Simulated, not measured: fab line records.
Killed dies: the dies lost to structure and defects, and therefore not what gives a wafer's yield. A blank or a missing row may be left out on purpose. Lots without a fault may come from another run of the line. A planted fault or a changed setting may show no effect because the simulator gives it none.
What tool caused it? | flow rit_cmos | Sampling: 14 lots, 42 wafers, 3 of 202 route steps

== WHAT THE GAUGES SHOWED, per wafer ==
RIT_M1_RS_MEAS_01: measures by four-point-probe. Usual: for M1_AL_RS the level is 0.0732 ohm/sq and the standard deviation is 0.00094.
lot  | measured    | on            | M1_AL_RS (ohm/sq)    | flag
L117 | day 3 18:16 | film_metro-04 | 0.0758 0.0748 0.0740 |
L118 | day 4 00:51 | film_metro-04 | 0.0728 0.0723 0.0730 |
L119 | day 4 03:50 | film_metro-04 | 0.0745 0.0742 0.0738 |
L120 | day 4 13:21 | film_metro-02 | 0.0742 0.0732 0.0726 |
L121 | day 4 16:17 | film_metro-04 | 0.0718 0.0724 0.0728 |
L122 | day 4 18:58 | film_metro-04 | 0.0728 0.0724 0.0720 |
L123 | day 5 02:11 | film_metro-04 | 0.0742 0.0744 0.0750 |
L125 | day 5 13:05 | film_metro-03 | 0.0731 0.0729 0.0726 |
L128 | day 6 00:26 | film_metro-03 | 0.0359 0.0363 0.0361 | OFF
L131 | day 6 21:50 | film_metro-02 | 0.0367 0.0366 0.0368 | OFF
L133 | day 7 09:58 | film_metro-04 | 0.0746 0.0735 0.0740 |
L134 | day 7 13:10 | film_metro-03 | 0.0735 0.0730 0.0744 |
L135 | day 7 14:59 | film_metro-02 | 0.0730 0.0725 0.0721 |
L136 | day 7 17:14 | film_metro-04 | 0.0737 0.0731 0.0713 |

RIT_M1_THK_MEAS_02: measures by xrf. Usual: for M1_AL_THK the level is 398 nm and the standard deviation is 5.4.
lot  | measured    | on            | M1_AL_THK (nm) | flag
L117 | day 3 18:23 | film_metro-04 | 385 386 392    |
L118 | day 4 00:57 | film_metro-04 | 401 401 399    |
L119 | day 4 03:58 | film_metro-04 | 390 390 396    |
L120 | day 4 13:27 | film_metro-02 | 393 396 399    |
L121 | day 4 16:24 | film_metro-04 | 407 403 399    |
L122 | day 4 19:05 | film_metro-04 | 398 401 403    |
L123 | day 5 02:17 | film_metro-04 | 391 388 387    |
L125 | day 5 13:12 | film_metro-03 | 403 404 403    |
L128 | day 6 00:32 | film_metro-03 | 810 798 805    | OFF
L131 | day 6 21:57 | film_metro-02 | 784 790 784    | OFF
L133 | day 7 10:05 | film_metro-04 | 388 396 391    |
L134 | day 7 13:17 | film_metro-03 | 401 404 396    |
L135 | day 7 15:05 | film_metro-02 | 396 401 403    |
L136 | day 7 17:21 | film_metro-04 | 391 397 404    |

== WHAT TOOL EACH LOT RAN ON (gives the tool, then ch and the chambers of the sampled wafers, and finally the start) ==
lot  | RIT_M1_SPUTTER_00
L117 | pvd_sputter-02, day 3 17:57
L118 | pvd_sputter-04, day 4 00:31
L119 | pvd_sputter-02, day 4 03:33
L120 | pvd_sputter-04, day 4 13:01
L121 | pvd_sputter-03, day 4 15:59
L122 | pvd_sputter-04, day 4 18:40
L123 | pvd_sputter-02, day 5 01:51
L125 | pvd_sputter-03, day 5 12:47
L128 | pvd_sputter-04, day 5 23:40
L131 | pvd_sputter-02, day 6 20:05
L133 | pvd_sputter-02, day 7 09:40
L134 | pvd_sputter-04, day 7 12:52
L135 | pvd_sputter-03, day 7 14:38
L136 | pvd_sputter-04, day 7 16:56
- RIT_M1_SPUTTER_00: material Al, target thk 400 nm, time 500 s.

== WHAT THE TOOLS THEMSELVES READ (means of the sampled wafers that have a number; where no wafer has one, the mark that the record gives instead) ==
RIT_M1_SPUTTER_00. Usual: throttle_valve_pct 30.7 %, standard deviation 1.1.
lot  | tool           | throttle_valve_pct (%) | flag
L117 | pvd_sputter-02 | 30.6                   |
L118 | pvd_sputter-04 | 32.4                   |
L119 | pvd_sputter-02 | 30.6                   |
L120 | pvd_sputter-04 | 31.5                   |
L121 | pvd_sputter-03 | 29.7                   |
L122 | pvd_sputter-04 | 30.6                   |
L123 | pvd_sputter-02 | 29.7                   |
L125 | pvd_sputter-03 | 30.0                   |
L128 | pvd_sputter-04 | 30.6                   |
L131 | pvd_sputter-02 | 30.3                   |
L133 | pvd_sputter-02 | 29.5                   |
L134 | pvd_sputter-04 | 31.6                   |
L135 | pvd_sputter-03 | 30.3                   |
L136 | pvd_sputter-04 | 31.1                   |

== THE ANSWER, worked out from the rows above alone ==
Rule: lot off if the mean of its wafers having a number is beyond 3 standard deviations from the usual mean. A lot without any number at a reading at which 4 lots or more have one is off too. Where the step has rows for the other lots, those lots are counted as sound. After the gauges, taken in route order, come the tools' own readings; for these a lot's mean is taken, as printed above. At the first step where some lot is off, the reading lying furthest off is the one used; lots without a number count as furthest.
Off: L128, L131, at RIT_M1_RS_MEAS_01 (M1_AL_RS).
If a tool, at a process step before that reading, ran all the lots that are off and no sound lot after the first of them, it fits. The gauges at RIT_M1_RS_MEAS_01 are tried like those tools. Not one of the candidates tried fits.

== WHAT WAS PUT IN BY THE SIMULATOR ==
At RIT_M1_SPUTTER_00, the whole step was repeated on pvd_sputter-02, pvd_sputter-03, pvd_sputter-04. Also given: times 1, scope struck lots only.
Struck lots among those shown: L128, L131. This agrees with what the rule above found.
